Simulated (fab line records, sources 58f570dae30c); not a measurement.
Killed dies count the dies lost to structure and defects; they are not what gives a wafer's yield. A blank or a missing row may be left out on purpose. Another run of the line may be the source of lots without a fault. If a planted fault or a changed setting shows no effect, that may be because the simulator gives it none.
Which tool is to blame? | flow berkeleyCmos170 | 39 wafers from 13 lots sampled at 2 of the route's 331 steps

## WHAT EACH GAUGE READ, for each wafer
UCB170_M1_CD_MEAS_09 targets a cd of 700 nm.
lot  | measured     | on       | cdNm (nm)
L384 | day 7 11:34  | cdSem-01 | 700.0 698.5 701.0
L383 | day 7 11:48  | cdSem-02 | 698.2 698.1 698.0
L385 | day 7 23:39  | cdSem-02 | 699.8 698.9 700.0
L386 | day 8 03:09  | cdSem-01 | 701.2 700.5 702.0
L392 | day 9 06:37  | cdSem-02 | 699.8 701.4 701.4
L391 | day 9 07:04  | cdSem-02 | 699.2 699.9 700.1
L393 | day 9 07:19  | cdSem-01 | 703.8 702.5 701.8
L394 | day 9 10:29  | cdSem-02 | 699.7 699.7 699.7
L395 | day 9 12:07  | cdSem-01 | 698.6 699.8 698.2
L396 | day 10 00:03 | cdSem-01 | 699.0 699.8 700.6
L403 | day 11 03:13 | cdSem-01 | 697.4 696.8 697.5
L404 | day 11 10:22 | cdSem-02 | 704.4 705.2 702.7
L405 | day 11 12:10 | cdSem-01 | 699.1 698.8 699.5

UCB170_V1_OVL_MEAS_13.
lot  | measured     | on         | V1_OVL (nm)
L384 | day 7 18:31  | overlay-02 | -7 5 2
L383 | day 7 18:27  | overlay-02 | 4 11 8
L385 | day 8 04:46  | overlay-01 | -4 3 -5
L386 | day 8 13:35  | overlay-02 | 0 -1 5
L392 | day 9 12:54  | overlay-01 | 4 5 -1
L391 | day 9 13:10  | overlay-02 | 6 1 -1
L393 | day 9 12:58  | overlay-02 | 7 10 6
L394 | day 9 17:43  | overlay-02 | -6 3 10
L395 | day 9 18:12  | overlay-01 | 11 2 1
L396 | day 10 05:55 | overlay-02 | 1 3 6
L403 | day 11 18:07 | overlay-01 | 3 -4 0
L404 | day 11 18:39 | overlay-01 | 2 6 3
L405 | day 11 18:50 | overlay-01 | -2 6 2

## TOOL THAT RAN EACH LOT (tool first, then ch and the chambers of the sampled wafers, then the start)
The record holds no process step before these readings.

## AS READ BY THE TOOLS THEMSELVES (means over the sampled wafers that have a number; for cases with no such wafer, the mark the record gives instead)
The record holds no such reading with a usual standard deviation.

## THE ANSWER, worked out from the rows above alone
Rule: what is usual is taken from the lots themselves. The widest of any qualifying gaps counts: lots, ordered by their means at a reading, are off when they make up no more than a third of the lots, leave a main group of 4 or more, and stand apart from it by 3 or more times the standard deviation of that group's means. A main group is skipped when, at the precision printed for the reading in the tables above, its means are all equal. Also off: a lot with no number at a reading for which 4 or more lots have one. All remaining lots with rows at the step are treated as sound. The gauges are gone through in route order, then the tools' own readings, and for those a lot's mean is taken as printed above. The first step at which some lot is off is used, and at that step the reading that is off furthest; a lot without a number counts as furthest.
No lot is off on any of the readings shown, so nothing can be concluded from this.

## WHAT THE SIMULATOR HAD PUT IN
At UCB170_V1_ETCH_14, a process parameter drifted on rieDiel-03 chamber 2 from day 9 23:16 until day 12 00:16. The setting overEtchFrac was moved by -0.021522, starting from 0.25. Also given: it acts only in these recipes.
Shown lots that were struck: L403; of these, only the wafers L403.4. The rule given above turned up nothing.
